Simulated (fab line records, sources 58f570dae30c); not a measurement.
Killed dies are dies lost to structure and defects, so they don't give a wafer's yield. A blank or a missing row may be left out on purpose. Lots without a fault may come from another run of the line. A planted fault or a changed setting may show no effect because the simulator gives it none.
Problem report in the 8D (eight disciplines) form, filled by code | flow berkeley_cmos170 | the parts of the form that need people (team, actions taken, sign-off) are left out

1. THE PROBLEM
rf_fwd_power_W at UCB170_M1_METAL_ETCH_12 reads a mean of 666.9 W on 6 wafers of 2 lots; wafers without a fault read 596.4 W with a standard deviation of 2. That is +35 standard deviations from the usual mean.
The step: etches Al in Cl2/BCl3, stops on PSG, target depth 780 nm, time 130 s.
First seen on wafer L949.1, day 11 18:19, on rie_metal-04. The record holds 18 wafers of 6 lots with a number at this step. Rule for "out", or "out of limits": more than 4 standard deviations from the usual mean. The other wafers with a number count as sound.

2. WHAT IT IS AND WHAT IT IS NOT
question                    | is                     | is not
which readings at this step | rf_fwd_power_W         | drypump_motor_current_A, oes_product_au, throttle_valve_pct
which lots                  | L949, L950             | L937, L938, L939, L941
which wafers of those lots  | all that have a number | -
read on which tools         | rie_metal-04           | rie_metal-01, rie_metal-03
when                        | from day 11 18:19      | up to then (12 sound wafers)

3. SUSPECTS, AND WHAT RULES EACH OUT
Counting: a tool at a process step up to the reading stays a suspect if it ran every lot that is out and no sound lot after the first of them.
- rie_metal-04 at UCB170_M1_METAL_ETCH_12 (etches Al in Cl2/BCl3, stops on PSG, target depth 780 nm, time 130 s): kept. It ran every lot that is out, first L949 (day 11 18:19), and no sound lot after that; its last sound lot up to then is L941 (day 10 00:17). Its own readings are out on those wafers: rf_fwd_power_W.
Left after counting: rie_metal-04 at UCB170_M1_METAL_ETCH_12.

4. THE CAUSE (what the simulator had put in)
Process parameter drift: rie_metal-04, from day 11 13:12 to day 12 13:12, at UCB170_M1_METAL_ETCH_12. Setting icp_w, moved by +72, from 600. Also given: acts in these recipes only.
Counting left only this tool.

5. THE CHAIN OF EFFECTS, in route order
Each row: a reading whose mean over the struck wafers that have a number lies more than 3 standard deviations from the usual. Only readings for which the record gives a usual standard deviation are gone through. hours: the time from each lot's start at the first step in this table that gives one to its start at this step, as a median over the lots. sigmas: the change in usual standard deviations.
hours | step                    | reading        | usual   | on struck wafers | change | sigmas
0     | UCB170_M1_METAL_ETCH_12 | rf_fwd_power_W | 596.4 W | 666.9            | +70.5  | +35
The process steps in it:
- UCB170_M1_METAL_ETCH_12: etches Al in Cl2/BCl3, stops on PSG, target depth 780 nm, time 130 s.

6. WHAT WOULD HAVE CAUGHT IT SOONER
In this record the first reading out of limits was taken at day 11 18:19, 5 hours after the fault began at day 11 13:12.
